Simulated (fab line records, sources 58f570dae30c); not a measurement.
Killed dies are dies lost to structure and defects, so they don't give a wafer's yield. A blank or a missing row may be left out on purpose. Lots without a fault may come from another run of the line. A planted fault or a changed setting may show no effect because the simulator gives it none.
Which tool did it? | flow berkeley_cmos170 | 14 lots, 42 wafers sampled, at 4 steps of a route of 331

WHAT THE GAUGES READ, wafer by wafer
UCB170_M3_RS_MEAS_02: measures by four-point-probe. Usual: M3_AL_RS 0.0323 ohm/sq, standard deviation 0.00031.
lot  | measured     | on            | M3_AL_RS (ohm/sq)    | flag
L879 | day 8 13:25  | film_metro-02 | 0.0321 0.0322 0.0323 |
L881 | day 9 03:52  | film_metro-02 | 0.0326 0.0326 0.0327 |
L884 | day 9 19:04  | film_metro-04 | 0.0323 0.0323 0.0324 |
L885 | day 9 21:25  | film_metro-01 | 0.0322 0.0325 0.0325 |
L883 | day 9 21:43  | film_metro-01 | 0.0328 0.0330 0.0327 |
L887 | day 10 07:16 | film_metro-01 | 0.0319 0.0321 0.0321 |
L888 | day 10 20:56 | film_metro-02 | 0.0322 0.0324 0.0321 |
L890 | day 11 04:52 | film_metro-02 | 0.0320 0.0319 0.0321 |
L889 | day 11 06:38 | film_metro-02 | 0.0317 0.0318 0.0318 |
L892 | day 11 19:21 | film_metro-04 | 0.0325 0.0323 0.0325 |
L891 | day 11 21:28 | film_metro-01 | 0.0322 0.0318 0.0323 |
L897 | day 13 04:14 | film_metro-01 | 0.0321 0.0321 0.0174 | OFF
L900 | day 13 19:05 | film_metro-01 | 0.0175 0.0325 0.0175 | OFF
L901 | day 14 10:38 | film_metro-04 | 0.0319 0.0319 0.0322 |

UCB170_M3_THK_MEAS_03: measures by xrf. Usual: M3_AL_THK 899 nm, standard deviation 9.5.
lot  | measured     | on            | M3_AL_THK (nm) | flag
L879 | day 8 13:32  | film_metro-02 | 900 903 894    |
L881 | day 9 03:59  | film_metro-02 | 887 888 883    |
L884 | day 9 19:11  | film_metro-04 | 903 903 902    |
L885 | day 9 21:32  | film_metro-01 | 908 901 903    |
L883 | day 9 21:50  | film_metro-01 | 893 892 892    |
L887 | day 10 07:23 | film_metro-01 | 906 905 905    |
L888 | day 10 21:03 | film_metro-02 | 899 890 899    |
L890 | day 11 04:59 | film_metro-02 | 906 903 892    |
L889 | day 11 06:46 | film_metro-02 | 911 909 907    |
L892 | day 11 19:28 | film_metro-04 | 892 893 896    |
L891 | day 11 21:35 | film_metro-01 | 906 917 905    |
L897 | day 13 04:20 | film_metro-01 | 905 906 1678   | OFF
L900 | day 13 19:11 | film_metro-01 | 1664 898 1669  | OFF
L901 | day 14 10:44 | film_metro-04 | 910 910 902    |

WHICH TOOL RAN EACH LOT (tool, then ch and the chambers of the sampled wafers, then the start)
lot  | UCB170_V2_CVD_00                | UCB170_M3_SPUTTER_01
L879 | pecvd-04 ch 0,2, day 8 10:11    | pvd_sputter-02, day 8 13:19
L881 | pecvd-02 ch 0,2, day 9 00:47    | pvd_sputter-01, day 9 03:47
L884 | pecvd-03 ch 0,1, day 9 16:22    | pvd_sputter-02, day 9 18:59
L885 | pecvd-04 ch 0,2, day 9 17:55    | pvd_sputter-03, day 9 21:20
L883 | pecvd-02 ch 0,1,2, day 9 19:14  | pvd_sputter-01, day 9 21:37
L887 | pecvd-04 ch 0,1,2, day 10 04:42 | pvd_sputter-02, day 10 07:10
L888 | pecvd-04 ch 0,1,2, day 10 18:22 | pvd_sputter-02, day 10 20:50
L890 | pecvd-03 ch 0,2, day 11 02:17   | pvd_sputter-02, day 11 04:46
L889 | pecvd-04 ch 0,1,2, day 11 04:11 | pvd_sputter-01, day 11 06:34
L892 | pecvd-02 ch 0,2, day 11 16:55   | pvd_sputter-03, day 11 19:15
L891 | pecvd-04 ch 0,1, day 11 18:56   | pvd_sputter-03, day 11 21:23
L897 | pecvd-03 ch 0,1, day 12 21:17   | pvd_sputter-01, day 13 04:07
L900 | pecvd-03 ch 1,2, day 13 16:08   | pvd_sputter-01, day 13 18:58
L901 | pecvd-04 ch 0,1, day 14 07:18   | pvd_sputter-02, day 14 10:31
- UCB170_V2_CVD_00: deposits SiO2 from TEOS/O2, target thk 2000 nm, time 250 s.
- UCB170_M3_SPUTTER_01: material Al, target thk 900 nm, time 120 s.

WHAT THE TOOLS THEMSELVES READ (means of the sampled wafers that have a number; where no wafer has one, the mark that the record gives instead)
UCB170_V2_CVD_00. Usual: heater_power_w 251 W, standard deviation 57; rf_fwd_power_W 548.3 W, standard deviation 1.8.
lot  | tool     | heater_power_w (W) | rf_fwd_power_W (W) | flag
L879 | pecvd-04 | 268                | 550.0              |
L881 | pecvd-02 | 199                | 549.3              |
L884 | pecvd-03 | 216                | 548.8              |
L885 | pecvd-04 | 270                | 549.3              |
L883 | pecvd-02 | 238                | 547.6              |
L887 | pecvd-04 | 287                | 547.6              |
L888 | pecvd-04 | 253                | 549.4              |
L890 | pecvd-03 | 283                | 547.3              |
L889 | pecvd-04 | 248                | 550.0              |
L892 | pecvd-02 | 192                | 547.7              |
L891 | pecvd-04 | 263                | 549.7              |
L897 | pecvd-03 | 220                | 548.7              |
L900 | pecvd-03 | 228                | 548.3              |
L901 | pecvd-04 | 256                | 548.0              |

UCB170_M3_SPUTTER_01. Usual: throttle_valve_pct 30.2 %, standard deviation 0.47.
lot  | tool           | throttle_valve_pct (%) | flag
L879 | pvd_sputter-02 | 30.1                   |
L881 | pvd_sputter-01 | 30.5                   |
L884 | pvd_sputter-02 | 29.8                   |
L885 | pvd_sputter-03 | 30.8                   |
L883 | pvd_sputter-01 | 30.2                   |
L887 | pvd_sputter-02 | 29.8                   |
L888 | pvd_sputter-02 | 30.4                   |
L890 | pvd_sputter-02 | 30.6                   |
L889 | pvd_sputter-01 | 30.2                   |
L892 | pvd_sputter-03 | 30.5                   |
L891 | pvd_sputter-03 | 30.3                   |
L897 | pvd_sputter-01 | 30.1                   |
L900 | pvd_sputter-01 | 30.1                   |
L901 | pvd_sputter-02 | 29.9                   |

THE ANSWER, worked out from the rows above alone
Rule: a lot is off if the mean of its wafers that have a number lies more than 3 standard deviations from the usual mean. A lot without any number at a reading at which 4 lots or more have one is off too. The other lots that the step has rows for count as sound. The gauges are gone through in route order, then the tools' own readings, and for those a lot's mean is taken as printed above. The first step at which some lot is off is used, and at that step the reading that is off furthest; a lot without a number counts as furthest.
Off: L897, L900, at UCB170_M3_RS_MEAS_02 (M3_AL_RS).
A tool fits if, at a process step before that reading, it ran every lot that is off, and no sound lot after the first of them. The gauges at UCB170_M3_RS_MEAS_02 are tried like those tools. Can't be told from this: 3 tools fit, pecvd-03 at UCB170_V2_CVD_00, pvd_sputter-01 at UCB170_M3_SPUTTER_01, film_metro-01 at UCB170_M3_RS_MEAS_02.

WHAT THE SIMULATOR HAD PUT IN
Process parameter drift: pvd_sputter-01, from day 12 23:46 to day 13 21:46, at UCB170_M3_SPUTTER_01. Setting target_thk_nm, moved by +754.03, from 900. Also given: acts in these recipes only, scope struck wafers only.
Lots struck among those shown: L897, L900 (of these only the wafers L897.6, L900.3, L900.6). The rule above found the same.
